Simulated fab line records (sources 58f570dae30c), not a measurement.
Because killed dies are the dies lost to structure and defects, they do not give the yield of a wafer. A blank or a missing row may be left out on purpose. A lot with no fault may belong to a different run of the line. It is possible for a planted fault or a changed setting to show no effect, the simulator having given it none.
Shared-tool check + flow berkeleyCmos170 + Sampled: 14 lots, 42 wafers

== REASON FOR OPENING ==
2 of 14 lots carry a flag on the reading PFIELD_TW at UCB170_PFIELD_TW_MEAS_09. Wafers without a fault read 598, standard deviation 4.1.
Rule: a lot is flagged when every wafer of it that has a number lies more than 4 standard deviations from that mean, or none has a number. All remaining lots are regarded as sound.

| lot  | measured    | on           | PFIELD_TW, wafer by wafer | flag    |
|------|-------------|--------------|---------------------------|---------|
| L812 | day 4 19:50 | filmMetro-01 | 595 596 594               |         |
| L814 | day 5 04:59 | filmMetro-02 | 600 599 599               |         |
| L817 | day 5 18:18 | filmMetro-01 | 593 593 593               |         |
| L816 | day 5 18:40 | filmMetro-04 | 600 600 599               |         |
| L818 | day 6 01:49 | filmMetro-02 | 598 595 595               |         |
| L821 | day 6 16:04 | filmMetro-02 | 596 593 598               |         |
| L822 | day 6 16:23 | filmMetro-04 | 606 607 607               |         |
| L820 | day 6 16:53 | filmMetro-01 | 588 591 591               |         |
| L827 | day 8 03:13 | filmMetro-04 | 604 606 602               |         |
| L828 | day 8 10:46 | filmMetro-04 | 603 605 602               |         |
| L829 | day 8 14:55 | filmMetro-04 | 570 569 570               | FLAGGED |
| L832 | day 9 00:14 | filmMetro-01 | 564 569 566               | FLAGGED |
| L833 | day 9 09:09 | filmMetro-02 | 596 602 599               |         |
| L835 | day 9 23:46 | filmMetro-02 | 597 600 597               |         |
On average the flagged lots' numbers are 568, which is -30 against the usual, or -7 standard deviations.

== WHICH TOOL RAN EACH LOT ==
The record keeps 1 process step preceding the reading, out of 331 steps on the route. In each cell: the tool, then ch and the chambers that the sampled wafers went through, then the start.
| lot  | flag    | UCB170_PFIELD_IMPLANT_07       |
|------|---------|--------------------------------|
| L812 |         | implanter-01 ch 0, day 4 19:37 |
| L814 |         | implanter-04 ch 0, day 5 04:44 |
| L817 |         | implanter-03 ch 0, day 5 18:03 |
| L816 |         | implanter-04 ch 0, day 5 18:26 |
| L818 |         | implanter-04 ch 0, day 6 01:35 |
| L821 |         | implanter-01 ch 0, day 6 15:49 |
| L822 |         | implanter-04 ch 0, day 6 16:09 |
| L820 |         | implanter-04 ch 0, day 6 16:38 |
| L827 |         | implanter-03 ch 0, day 8 02:58 |
| L828 |         | implanter-04 ch 0, day 8 10:31 |
| L829 | FLAGGED | implanter-03 ch 0, day 8 14:40 |
| L832 | FLAGGED | implanter-03 ch 0, day 9 00:01 |
| L833 |         | implanter-01 ch 0, day 9 08:54 |
| L835 |         | implanter-04 ch 0, day 9 23:31 |
What the steps here do:
- UCB170_PFIELD_IMPLANT_07
- UCB170_PFIELD_TW_MEAS_09

== FLAGGED AGAINST TOTAL, ONE TOOL AT A TIME (gauges that did the reading follow at the end) ==
| step                     | tool         | lots run | flagged | share of the flagged lots | sound lots run after its first flagged lot |
|--------------------------|--------------|----------|---------|---------------------------|--------------------------------------------|
| UCB170_PFIELD_IMPLANT_07 | implanter-01 | 3        | 0       | none                      | -                                          |
| UCB170_PFIELD_IMPLANT_07 | implanter-03 | 4        | 2       | all                       | 0                                          |
| UCB170_PFIELD_IMPLANT_07 | implanter-04 | 7        | 0       | none                      | -                                          |
| UCB170_PFIELD_TW_MEAS_09 | filmMetro-01 | 4        | 1       | some                      | 0                                          |
| UCB170_PFIELD_TW_MEAS_09 | filmMetro-02 | 5        | 0       | none                      | -                                          |
| UCB170_PFIELD_TW_MEAS_09 | filmMetro-04 | 5        | 1       | some                      | 0                                          |

== THE TABLE: WHAT IT ALLOWS ==
All flagged lots share 1 row of the table, namely implanter-03 at UCB170_PFIELD_IMPLANT_07.
- implanter-03 at UCB170_PFIELD_IMPLANT_07: 2 of its 4 lots flagged. Its last sound lot is L827 (day 8 02:58), its first flagged lot L829 (day 8 14:40): a fault that began between those two fits. Its own readings (beamEnergyKeV) fall more than 4 standard deviations out on all wafers of the flagged lots.
What remains is a single tool, implanter-03 at UCB170_PFIELD_IMPLANT_07.

== WHAT THE SIMULATOR HAD PUT IN ==
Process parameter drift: implanter-03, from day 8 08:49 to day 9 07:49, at UCB170_PFIELD_IMPLANT_07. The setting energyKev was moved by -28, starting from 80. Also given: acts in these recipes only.
Lots struck among those shown: L829, L832. Same finding as the rule above.
